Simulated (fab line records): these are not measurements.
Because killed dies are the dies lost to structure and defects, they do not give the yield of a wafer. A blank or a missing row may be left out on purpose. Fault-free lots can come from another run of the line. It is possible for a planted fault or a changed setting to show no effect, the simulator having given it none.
What tool caused it? :: flow berkeleyCmos170 :: Sampling: 15 lots, 45 wafers, 3 of 331 route steps

== WHAT THE GAUGES READ, wafer by wafer ==
UCB170_GATE_CD_MEAS_12: target cd 350 nm.
lot: L222
measured: day 7 23:22
on: cdSem-01
cdNm (nm): 349.0 349.6 349.5

lot: L225
measured: day 8 22:26
on: cdSem-02
cdNm (nm): 351.3 350.8 350.6

lot: L226
measured: day 8 22:11
on: cdSem-02
cdNm (nm): 350.3 350.6 351.2

lot: L227
measured: day 8 22:38
on: cdSem-02
cdNm (nm): 349.2 351.1 351.2

lot: L239
measured: day 10 19:38
on: cdSem-01
cdNm (nm): 349.4 350.6 348.8

lot: L238
measured: day 10 19:55
on: cdSem-02
cdNm (nm): 347.9 348.3 348.7

lot: L235
measured: day 10 19:37
on: cdSem-02
cdNm (nm): 352.4 351.6 353.2

lot: L236
measured: day 10 19:29
on: cdSem-01
cdNm (nm): 352.8 351.4 350.4

lot: L237
measured: day 10 19:45
on: cdSem-02
cdNm (nm): 349.7 351.0 350.5

lot: L240
measured: day 11 04:26
on: cdSem-02
cdNm (nm): 352.4 351.2 352.0

lot: L241
measured: day 11 04:38
on: cdSem-01
cdNm (nm): 349.1 348.9 349.9

lot: L242
measured: day 11 20:04
on: cdSem-02
cdNm (nm): 351.8 352.0 352.2

lot: L243
measured: day 11 19:55
on: cdSem-02
cdNm (nm): 351.9 353.0 351.4

lot: L245
measured: day 12 07:31
on: cdSem-02
cdNm (nm): 348.3 347.1 347.9

lot: L244
measured: day 12 07:49
on: cdSem-02
cdNm (nm): 350.0 348.9 350.6

== WHAT TOOL EACH LOT RAN ON (gives the tool, then ch and the chambers of the sampled wafers, and finally the start) ==
lot: L222
UCB170_NVT_STRIP_08: plasmaAsher-03 ch 0,1, day 7 08:46
UCB170_PVT_STRIP_08: plasmaAsher-02 ch 0,1, day 7 12:40

lot: L225
UCB170_NVT_STRIP_08: plasmaAsher-03 ch 0,1, day 8 05:55
UCB170_PVT_STRIP_08: plasmaAsher-02 ch 0,1, day 8 09:21

lot: L226
UCB170_NVT_STRIP_08: plasmaAsher-04 ch 0,1, day 8 06:10
UCB170_PVT_STRIP_08: plasmaAsher-02 ch 0,1, day 8 09:35

lot: L227
UCB170_NVT_STRIP_08: plasmaAsher-02 ch 0,1, day 8 06:13
UCB170_PVT_STRIP_08: plasmaAsher-03 ch 1, day 8 09:28

lot: L239
UCB170_NVT_STRIP_08: plasmaAsher-04 ch 0,1, day 9 23:52
UCB170_PVT_STRIP_08: plasmaAsher-03 ch 0,1, day 10 03:29

lot: L238
UCB170_NVT_STRIP_08: plasmaAsher-03 ch 0,1, day 10 00:01
UCB170_PVT_STRIP_08: plasmaAsher-02 ch 0,1, day 10 04:13

lot: L235
UCB170_NVT_STRIP_08: plasmaAsher-04 ch 0,1, day 10 00:10
UCB170_PVT_STRIP_08: plasmaAsher-01 ch 0,1, day 10 04:07

lot: L236
UCB170_NVT_STRIP_08: plasmaAsher-02 ch 0,1, day 10 00:25
UCB170_PVT_STRIP_08: plasmaAsher-02 ch 0,1, day 10 03:50

lot: L237
UCB170_NVT_STRIP_08: plasmaAsher-03 ch 0,1, day 10 00:35
UCB170_PVT_STRIP_08: plasmaAsher-03 ch 0,1, day 10 04:24

lot: L240
UCB170_NVT_STRIP_08: plasmaAsher-02 ch 0, day 10 09:59
UCB170_PVT_STRIP_08: plasmaAsher-03 ch 0,1, day 10 11:30

lot: L241
UCB170_NVT_STRIP_08: plasmaAsher-04 ch 0,1, day 10 10:03
UCB170_PVT_STRIP_08: plasmaAsher-03 ch 0,1, day 10 12:03

lot: L242
UCB170_NVT_STRIP_08: plasmaAsher-02 ch 1, day 11 02:43
UCB170_PVT_STRIP_08: plasmaAsher-03 ch 0,1, day 11 04:41

lot: L243
UCB170_NVT_STRIP_08: plasmaAsher-03 ch 0,1, day 11 03:07
UCB170_PVT_STRIP_08: plasmaAsher-01 ch 0,1, day 11 04:59

lot: L245
UCB170_NVT_STRIP_08: plasmaAsher-02 ch 0,1, day 11 11:44
UCB170_PVT_STRIP_08: plasmaAsher-01 ch 0,1, day 11 15:00

lot: L244
UCB170_NVT_STRIP_08: plasmaAsher-03 ch 0,1, day 11 11:55
UCB170_PVT_STRIP_08: plasmaAsher-02 ch 0,1, day 11 15:12
- UCB170_NVT_STRIP_08: strips in O2.
- UCB170_PVT_STRIP_08: strips in O2.

== AS READ BY THE TOOLS THEMSELVES (means over the sampled wafers that have a number; for cases with no such wafer, the mark the record gives instead) ==
UCB170_NVT_STRIP_08.
lot: L222
tool: plasmaAsher-03
drypumpMotorCurrentA (A): 6.0
oesProductAu (a.u.): 0.732
stripTimeToEndpointS (s): 21.69

lot: L225
tool: plasmaAsher-03
drypumpMotorCurrentA (A): 6.0
oesProductAu (a.u.): 0.735
stripTimeToEndpointS (s): 21.61

lot: L226
tool: plasmaAsher-04
drypumpMotorCurrentA (A): 5.9
oesProductAu (a.u.): 0.734
stripTimeToEndpointS (s): 21.69

lot: L227
tool: plasmaAsher-02
drypumpMotorCurrentA (A): 5.1
oesProductAu (a.u.): 0.733
stripTimeToEndpointS (s): 21.70

lot: L239
tool: plasmaAsher-04
drypumpMotorCurrentA (A): 5.7
oesProductAu (a.u.): 0.731
stripTimeToEndpointS (s): 21.43

lot: L238
tool: plasmaAsher-03
drypumpMotorCurrentA (A): 5.6
oesProductAu (a.u.): 0.734
stripTimeToEndpointS (s): 21.59

lot: L235
tool: plasmaAsher-04
drypumpMotorCurrentA (A): 5.9
oesProductAu (a.u.): 0.739
stripTimeToEndpointS (s): 21.69

lot: L236
tool: plasmaAsher-02
drypumpMotorCurrentA (A): 5.1
oesProductAu (a.u.): 0.734
stripTimeToEndpointS (s): 21.56

lot: L237
tool: plasmaAsher-03
drypumpMotorCurrentA (A): 6.1
oesProductAu (a.u.): 0.733
stripTimeToEndpointS (s): 21.64

lot: L240
tool: plasmaAsher-02
drypumpMotorCurrentA (A): 4.8
oesProductAu (a.u.): 0.735
stripTimeToEndpointS (s): 21.56

lot: L241
tool: plasmaAsher-04
drypumpMotorCurrentA (A): 5.6
oesProductAu (a.u.): 0.732
stripTimeToEndpointS (s): 21.58

lot: L242
tool: plasmaAsher-02
drypumpMotorCurrentA (A): 5.7
oesProductAu (a.u.): 0.736
stripTimeToEndpointS (s): 21.63

lot: L243
tool: plasmaAsher-03
drypumpMotorCurrentA (A): 5.6
oesProductAu (a.u.): 0.737
stripTimeToEndpointS (s): 21.60

lot: L245
tool: plasmaAsher-02
drypumpMotorCurrentA (A): 5.4
oesProductAu (a.u.): 0.734
stripTimeToEndpointS (s): 21.66

lot: L244
tool: plasmaAsher-03
drypumpMotorCurrentA (A): 6.0
oesProductAu (a.u.): 0.731
stripTimeToEndpointS (s): 21.62

UCB170_PVT_STRIP_08.
lot: L222
tool: plasmaAsher-02
drypumpMotorCurrentA (A): 5.4
oesProductAu (a.u.): 0.737
stripTimeToEndpointS (s): 21.72

lot: L225
tool: plasmaAsher-02
drypumpMotorCurrentA (A): 5.1
oesProductAu (a.u.): 0.733
stripTimeToEndpointS (s): 21.49

lot: L226
tool: plasmaAsher-02
drypumpMotorCurrentA (A): 5.4
oesProductAu (a.u.): 0.737
stripTimeToEndpointS (s): 21.63

lot: L227
tool: plasmaAsher-03
drypumpMotorCurrentA (A): 6.5
oesProductAu (a.u.): 0.739
stripTimeToEndpointS (s): 21.63

lot: L239
tool: plasmaAsher-03
drypumpMotorCurrentA (A): 6.1
oesProductAu (a.u.): 0.730
stripTimeToEndpointS (s): 21.68

lot: L238
tool: plasmaAsher-02
drypumpMotorCurrentA (A): 5.4
oesProductAu (a.u.): 0.732
stripTimeToEndpointS (s): 21.69

lot: L235
tool: plasmaAsher-01
drypumpMotorCurrentA (A): 5.2
oesProductAu (a.u.): 0.733
stripTimeToEndpointS (s): 21.57

lot: L236
tool: plasmaAsher-02
drypumpMotorCurrentA (A): 5.1
oesProductAu (a.u.): 0.733
stripTimeToEndpointS (s): 21.60

lot: L237
tool: plasmaAsher-03
drypumpMotorCurrentA (A): 5.6
oesProductAu (a.u.): 0.732
stripTimeToEndpointS (s): 21.64

lot: L240
tool: plasmaAsher-03
drypumpMotorCurrentA (A): 5.6
oesProductAu (a.u.): 0.734
stripTimeToEndpointS (s): 21.52

lot: L241
tool: plasmaAsher-03
drypumpMotorCurrentA (A): 5.6
oesProductAu (a.u.): 0.734
stripTimeToEndpointS (s): 21.61

lot: L242
tool: plasmaAsher-03
drypumpMotorCurrentA (A): 6.0
oesProductAu (a.u.): 0.736
stripTimeToEndpointS (s): 21.60

lot: L243
tool: plasmaAsher-01
drypumpMotorCurrentA (A): 5.1
oesProductAu (a.u.): 0.734
stripTimeToEndpointS (s): 21.61

lot: L245
tool: plasmaAsher-01
drypumpMotorCurrentA (A): 5.1
oesProductAu (a.u.): 0.733
stripTimeToEndpointS (s): 21.58

lot: L244
tool: plasmaAsher-02
drypumpMotorCurrentA (A): 5.1
oesProductAu (a.u.): 0.731
stripTimeToEndpointS (s): 21.66

== THE ANSWER, worked out from the rows above alone ==
Rule: the lots themselves supply what counts as usual. The widest of any qualifying gaps counts: lots, ordered by their means at a reading, are off when they make up no more than a third of the lots, leave a main group of 4 or more, and stand apart from it by 3 or more times the standard deviation of that group's means. If all means in a main group match to the digits the tables above print for the reading, that group is not used. A lot without any number at a reading at which 4 lots or more have one is off too. Any other lot the step has rows for is counted as sound. First the gauges in route order, then the tools' own readings, where a lot's mean is used as printed above. At the first step where some lot is off, the reading lying furthest off is the one used; lots without a number count as furthest.
Nothing can be told from this: no lot is off at any reading shown.

== WHAT WAS PUT IN BY THE SIMULATOR ==
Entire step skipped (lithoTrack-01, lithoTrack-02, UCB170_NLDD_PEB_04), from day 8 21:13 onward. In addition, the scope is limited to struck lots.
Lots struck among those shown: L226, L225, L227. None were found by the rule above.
